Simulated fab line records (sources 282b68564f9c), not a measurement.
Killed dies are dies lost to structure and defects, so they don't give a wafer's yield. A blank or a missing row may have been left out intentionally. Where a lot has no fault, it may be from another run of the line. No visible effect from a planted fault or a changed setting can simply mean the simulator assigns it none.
Commonality check across tools    flow rit_cmos    Sampled: 13 lots, 39 wafers

== WHAT PROMPTED THE OPENING ==
Of 13 lots, 1 have the reading NWELL_TW flagged at RIT_NWELL_TW_MEAS_10. No-fault wafers: 2133, standard deviation 22.
Rule: a lot is flagged when every wafer of it that has a number lies more than 4 standard deviations from that mean, or none has a number. The rest of the lots are taken to be sound.

lot   measured     on             NWELL_TW, wafer by wafer  flag
L883  day 1 21:52  film_metro-04  2145 2148 2159            
L884  day 2 02:00  film_metro-01  2154 2170 2162            
L889  day 3 04:12  film_metro-03  30 30 30                  FLAGGED
L897  day 4 21:28  film_metro-03  2110 2113 2103            
L898  day 5 01:46  film_metro-04  2162 2144 2133            
L899  day 5 07:11  film_metro-04  2137 2150 2139            
L900  day 5 12:47  film_metro-04  2147 2155 2134            
L901  day 5 20:39  film_metro-04  2138 2153 2140            
L902  day 5 23:57  film_metro-04  2137 2145 2139            
L903  day 6 02:39  film_metro-01  2155 2152 2140            
L904  day 6 12:39  film_metro-04  2149 2162 2157            
L905  day 6 16:11  film_metro-03  2096 2092 2085            
L906  day 7 01:02  film_metro-03  2098 2102 2105            
On average the flagged lots' numbers are 30, which is -2103 against the usual, or -96 standard deviations.

== WHICH TOOL EACH LOT WENT THROUGH ==
The record keeps 1 process step preceding the reading, out of 202 steps on the route. Cell contents, in order: the tool; ch with the chambers the sampled wafers went through; the start.
lot   flag     RIT_NWELL_EXPOSE_03
L883           iline_stepper-01 ch 0, day 1 20:50
L884           iline_stepper-02 ch 0, day 2 00:58
L889  FLAGGED  iline_stepper-02 ch 0, day 3 03:04
L897           iline_stepper-01 ch 0, day 4 20:25
L898           iline_stepper-02 ch 0, day 5 00:43
L899           iline_stepper-02 ch 0, day 5 06:06
L900           iline_stepper-01 ch 0, day 5 11:46
L901           iline_stepper-01 ch 0, day 5 19:37
L902           iline_stepper-02 ch 0, day 5 22:55
L903           iline_stepper-02 ch 0, day 6 01:37
L904           iline_stepper-01 ch 0, day 6 11:34
L905           iline_stepper-01 ch 0, day 6 15:02
L906           iline_stepper-02 ch 0, day 6 23:59
What the steps here do:
- RIT_NWELL_EXPOSE_03: exposes mask M2, target cd 43900 nm.
- RIT_NWELL_TW_MEAS_10

== FLAGGED OVER TOTAL, TOOL BY TOOL (the gauges that took the reading come last) ==
step                  tool              lots run  flagged  share of the flagged lots  sound lots run after its first flagged lot
RIT_NWELL_EXPOSE_03   iline_stepper-01  6         0        none                       -
RIT_NWELL_EXPOSE_03   iline_stepper-02  7         1        all                        5 (L898,L899,L902,L903,L906)
RIT_NWELL_TW_MEAS_10  film_metro-01     2         0        none                       -
RIT_NWELL_TW_MEAS_10  film_metro-03     4         1        all                        3 (L897,L905,L906)
RIT_NWELL_TW_MEAS_10  film_metro-04     7         0        none                       -

== WHAT THE TABLE ALLOWS ==
Table rows that saw every flagged lot: 2, namely iline_stepper-02 at RIT_NWELL_EXPOSE_03 and film_metro-03 at RIT_NWELL_TW_MEAS_10.
- iline_stepper-02 at RIT_NWELL_EXPOSE_03: 1 of its 7 lots flagged. After the first flagged lot (L898, L899, L902, L903, L906), sound lots still ran on it; a lasting fault on the whole tool would not permit that.
- film_metro-03 at RIT_NWELL_TW_MEAS_10: 1 of its 4 lots flagged. After the first flagged lot (L897, L905, L906), sound lots still ran on it; a lasting fault on the whole tool would not permit that.
No row of the table ran every flagged lot and no sound lot after the first.

== WHAT THE SIMULATOR HAD PUT IN ==
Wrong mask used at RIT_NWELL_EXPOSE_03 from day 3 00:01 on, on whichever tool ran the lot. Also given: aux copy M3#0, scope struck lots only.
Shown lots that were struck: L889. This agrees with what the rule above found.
